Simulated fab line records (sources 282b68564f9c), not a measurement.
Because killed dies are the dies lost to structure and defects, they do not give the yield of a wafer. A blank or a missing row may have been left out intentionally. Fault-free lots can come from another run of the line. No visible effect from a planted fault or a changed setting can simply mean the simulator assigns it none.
Problem report, 8D (eight disciplines) form, completed by code -- flow rit_cmos -- the parts of the form that need people (team, actions taken, sign-off) are left out

1. THE ISSUE
SPACER_NITRIDE_THK at RIT_SPACER_THK_MEAS_04 reads a mean of 420.5 nm on 3 wafers of 1 lot; wafers without a fault read 250.5 nm with a standard deviation of 2.5. That puts it +68 standard deviations away from the usual mean.
Earliest sighting: wafer L307.1 on film_metro-01 at day 7 03:58. At this step, 39 wafers from 13 lots have a number in the record. The rule behind "out" and "out of limits": a value lying over 4 standard deviations away from the usual mean. Any other wafer with a number is counted as sound.

2. WHAT IT IS; WHAT IT IS NOT
question,is,is not
which readings at this step,SPACER_NITRIDE_THK,-
which lots,L307,"L288, L289, L291, L292, L294, L295, L296, L298, L299, L301, L308, L310"
which wafers of those lots,all that have a number,-
read on which gauges,film_metro-01,"film_metro-03, film_metro-04"
when,from day 7 03:58,"up to then (30 sound wafers); but 6 sound wafers of L308, L310 came after"

3. WHAT RULES OUT EACH SUSPECT
Counting: a tool stays on the suspect list if, at a process step up to the reading, it processed all lots that are out and no sound lot following the first of them.
- the gauge at RIT_SPACER_THK_MEAS_04 has been ruled out. All the wafers that are out were read on film_metro-01, but those of them that RIT_SPACER_CVD_03 has rows for are out there too, on other tools.
- lpcvd-01 at RIT_SPACER_CVD_03 (deposits Si3N4 from SiH2Cl2/NH3, target thk 250 nm, time 3300 s): kept. It ran the lot that is out, L307 (day 7 02:03), and no sound lot after that; its last sound lot up to then is L296 (day 4 22:09). Its own spike_tc_centre_C, spike_tc_load_C, spike_tc_source_C, susceptor_temp_C readings are out on those wafers.
After counting, what remains is lpcvd-01 at RIT_SPACER_CVD_03.

4. THE CAUSE (what the simulator had put in)
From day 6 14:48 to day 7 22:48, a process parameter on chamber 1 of lpcvd-01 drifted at RIT_SPACER_CVD_03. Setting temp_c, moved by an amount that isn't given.
This tool alone remained once counting was done.

5. THE EFFECT CHAIN, in route order
One row per reading whose mean, taken over the struck wafers that have a number, lies over 3 standard deviations from the usual. Only readings for which the record gives a usual standard deviation are gone through. hours: the time from each lot's start at the first step in this table that gives one to its start at this step, as a median over the lots. sigmas: the change in usual standard deviations.
hours,step,reading,usual,on struck wafers,change,sigmas
0,RIT_SPACER_CVD_03,spike_tc_centre_C,811.9 C,855.8,+43.9,+27
0,RIT_SPACER_CVD_03,spike_tc_load_C,833.8 C,880.6,+46.8,+43
0,RIT_SPACER_CVD_03,spike_tc_source_C,835.1 C,881.4,+46.3,+23
0,RIT_SPACER_CVD_03,susceptor_temp_C,810.0 C,854.9,+44.9,+99 or more
2,RIT_SPACER_THK_MEAS_04,SPACER_NITRIDE_THK,250.5 nm,420.5,+170.0,+68
2,RIT_SPACER_ETCHBACK_05,oes_product_au,0.842 a.u.,0.986,+0.144,+13
16,RIT_M1_PROBE_99,killed_at_front_end,6,264,+258,+83
16,RIT_M1_PROBE_99,killed_dies,7,264,+257,+80
16,RIT_M1_PROBE_99,killed_on_rim,1.7,70.0,+68.3,+49
The process steps in it:
- RIT_SPACER_CVD_03: deposits Si3N4 from SiH2Cl2/NH3, target thk 250 nm, time 3300 s.
- RIT_SPACER_ETCHBACK_05: etches Si3N4 in SF6/CHF3, stops on SiO2, target depth 250 nm, time 240 s.
- RIT_M1_PROBE_99

6. WHAT WOULD HAVE CAUGHT IT SOONER
In this record the first reading out of limits at a measuring or inspecting step was taken at day 7 03:58, 13 hours after the fault began at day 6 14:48.
Tool's own readings at RIT_SPACER_CVD_03, spike_tc_centre_C, spike_tc_load_C, spike_tc_source_C, susceptor_temp_C: out on all struck wafers the step has rows for; an alarm limit on them would have tripped on the first.
By day 7 03:58, every lot that is out (1) had started RIT_SPACER_CVD_03 on lpcvd-01. Had the tool been put on hold then, not one of them would have been saved.
